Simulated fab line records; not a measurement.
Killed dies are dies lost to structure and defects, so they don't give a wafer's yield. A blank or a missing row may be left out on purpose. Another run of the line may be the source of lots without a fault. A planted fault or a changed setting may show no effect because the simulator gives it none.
The same fault as seen by 2 desks    flow berkeleyCmos170    each desk holds nothing but its own numbers, with what lay behind them at the end

== METROLOGY DESK ==
Lot by lot, what the gauges showed, no matter which tool ran the lot: averages of those sampled wafers that carry a number. The brackets show how far a lot's mean lies from the usual mean; more than 4 standard deviations puts the lot out of limits, marked OUT.
Columns: A = NWELL_OXIDE_THK at UCB170_NWELL_THK_MEAS_02, usual 26.3 nm
lot   first seen here  A
L822  day 2 01:23      26.5
L823  day 2 07:55      25.7
L825  day 2 14:04      26.2
L824  day 2 14:06      26.2
L826  day 3 03:38      26.7
L827  day 3 11:41      25.9
L829  day 3 18:01      25.7
L831  day 3 23:32      26.8
L836  day 4 21:07      26.3
L837  day 5 04:17      26.4
L838  day 5 10:08      26.6
L843  day 6 10:34      26.6
L844  day 6 20:43      27.2
L845  day 7 02:19      26.4
Result from this desk: across the 14 lots, nothing is out of limits.

== AT THE TOOL OWNER'S DESK: rieDiel-03 ==
The tool's own readings at UCB170_V2_ETCH_14 (etches SiO2 in CHF3/CF4/Ar, stops on Al, target depth 1250 nm, time 291 s): means of the sampled wafers that have a number, for each lot that ran on this tool. The brackets show how far a lot's mean lies from the usual mean; more than 4 standard deviations puts the lot out of limits, marked OUT.
Columns: A = CHF3_flow_sccm at UCB170_V2_ETCH_14, usual 45.04 sccm; B = drypumpMotorCurrentA at UCB170_V2_ETCH_14, usual 5.9 A; C = oesProductAu at UCB170_V2_ETCH_14, usual 0.869 a.u.; D = rfFwdPowerW at UCB170_V2_ETCH_14, usual 698.3 W; E = throttleValvePct at UCB170_V2_ETCH_14, usual 6.94 %
lot   first seen here  A      B    C      D                E
L823  day 9 10:45      45.06  5.6  0.853  700.2            6.97
L826  day 9 16:31      44.99  5.9  0.859  698.0            7.00
L827  day 10 18:25     45.08  5.7  0.867  699.7            6.92
L829  day 10 20:09     45.02  6.1  0.866  698.5            7.02
L831  day 11 04:00     45.13  5.9  0.873  613.0 (-43) OUT  6.94
L836  day 12 07:29     45.08  6.1  0.862  614.2 (-42) OUT  7.01
L845  day 14 14:32     45.09  6.0  0.870  697.8            6.95
Finding of this desk: L831, L836 out of limits; the first was L831 at day 11 04:00, on rfFwdPowerW at UCB170_V2_ETCH_14. L823, L826, L827, L829, L845: within limits.

== ALL TOGETHER ==
On L831, L836, at day 11 04:00, an alarm was possible from the tool owner's desk.
Metrology desk: nothing out of limits seen.
The metrology desk holds a record of L831, L836, inside its limits.
Of the lots named, all ran UCB170_V2_ETCH_14 on rieDiel-03.

== WHAT THE SIMULATOR PUT IN ==
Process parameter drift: rieDiel-03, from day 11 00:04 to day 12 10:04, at UCB170_V2_ETCH_14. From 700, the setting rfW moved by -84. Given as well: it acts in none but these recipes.
Lots struck among those shown: L831, L836.
Delay in hours, fault start to first out-of-limits reading, by desk: the tool owner's desk at 4.
